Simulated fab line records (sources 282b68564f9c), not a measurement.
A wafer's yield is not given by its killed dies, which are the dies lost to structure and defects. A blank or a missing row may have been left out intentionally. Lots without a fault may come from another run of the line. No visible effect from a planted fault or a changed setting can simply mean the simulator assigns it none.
Split-lot study ; flow rit_cmos ; route with 202 steps; 5 lots, 23 wafers read

SPLIT DETAILS
At RIT_NSD_IMPLANT_08, the setting energy_kev was moved away from the recipe's 25 on 9 of the 23 wafers read, by -5.1% to -2.0%. All remaining wafers had this setting at the recipe value.

The reading comes from the split's own step.

THE READING
The simulator's own value implant.drp_nm, read by no gauge, in nm at RIT_NSD_IMPLANT_08. No usual value for it is given in the file.

wafer;tool, chamber at the split;energy_kev as run;against the recipe;implant.drp_nm, nm;against lot-mates on the recipe
L074.2;implanter-03, 0;25;recipe;14.84;-
L074.3;implanter-03, 0;25;recipe;14.84;-
L074.6;implanter-03, 0;25;recipe;14.84;-
L075.1;implanter-01, 0;25;recipe;14.84;-
L075.6;implanter-01, 0;25;recipe;14.84;-
L075.2;implanter-01, 0;24.12;-3.5%;14.52;-0.32
L075.3;implanter-01, 0;24.12;-3.5%;14.52;-0.32
L075.5;implanter-01, 0;24.12;-3.5%;14.52;-0.32
L079.1;implanter-03, 0;25;recipe;14.84;-
L079.2;implanter-03, 0;25;recipe;14.84;-
L079.3;implanter-03, 0;25;recipe;14.84;-
L079.5;implanter-03, 0;25;recipe;14.84;-
L079.6;implanter-03, 0;25;recipe;14.84;-
L083.1;implanter-03, 0;25;recipe;14.84;-
L083.2;implanter-03, 0;25;recipe;14.84;-
L083.3;implanter-03, 0;24.49;-2.0%;14.65;-0.19
L083.5;implanter-03, 0;24.49;-2.0%;14.65;-0.19
L083.6;implanter-03, 0;24.49;-2.0%;14.65;-0.19
L084.1;implanter-02, 0;25;recipe;14.84;-
L084.6;implanter-02, 0;25;recipe;14.84;-
L084.2;implanter-02, 0;23.72;-5.1%;14.37;-0.47
L084.3;implanter-02, 0;23.72;-5.1%;14.37;-0.47
L084.4;implanter-02, 0;23.72;-5.1%;14.37;-0.47

FIT RESULTS
A straight line over all 23 wafers: implant.drp_nm changes by +0.0916 nm for each +1% of energy_kev; r = +1.00; the points scatter about the line by 0.0015 nm.
The same after taking each lot's own level away (the mean of its wafers on the recipe; 23 wafers): +0.0916 nm for each +1%; r = +1.00; scatter 0.0015 nm.
On that fit, the largest move of energy_kev shifts the reading by 0.47 nm.
The lots' own levels span 14.840 to 14.840 nm.
The two slopes are in agreement: the lot-to-lot level therefore moves the slope only a little.
Check: with one of the wafers moved furthest among these (-5.1%) left out of the fit, the line predicts -0.469 nm for it against its lot-mates. Against them it came out at -0.47 nm.

THE WHOLE CHAIN: every reading that the file lists as answering this split, in the file's order
step;what it does;reading;change (the file's fit);r (the file's)
RIT_NSD_IMPLANT_08;;implant.rp_nm (the simulator's own value, which no gauge read);+0.223 nm for each +1% of the setting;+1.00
RIT_NSD_IMPLANT_08;;implant.drp_nm (the simulator's own value, which no gauge read);+0.0903 nm for each +1% of the setting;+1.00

FILE'S OWN FIT
implant.drp_nm changes by +0.0903 nm for each +1% of energy_kev, r = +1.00.
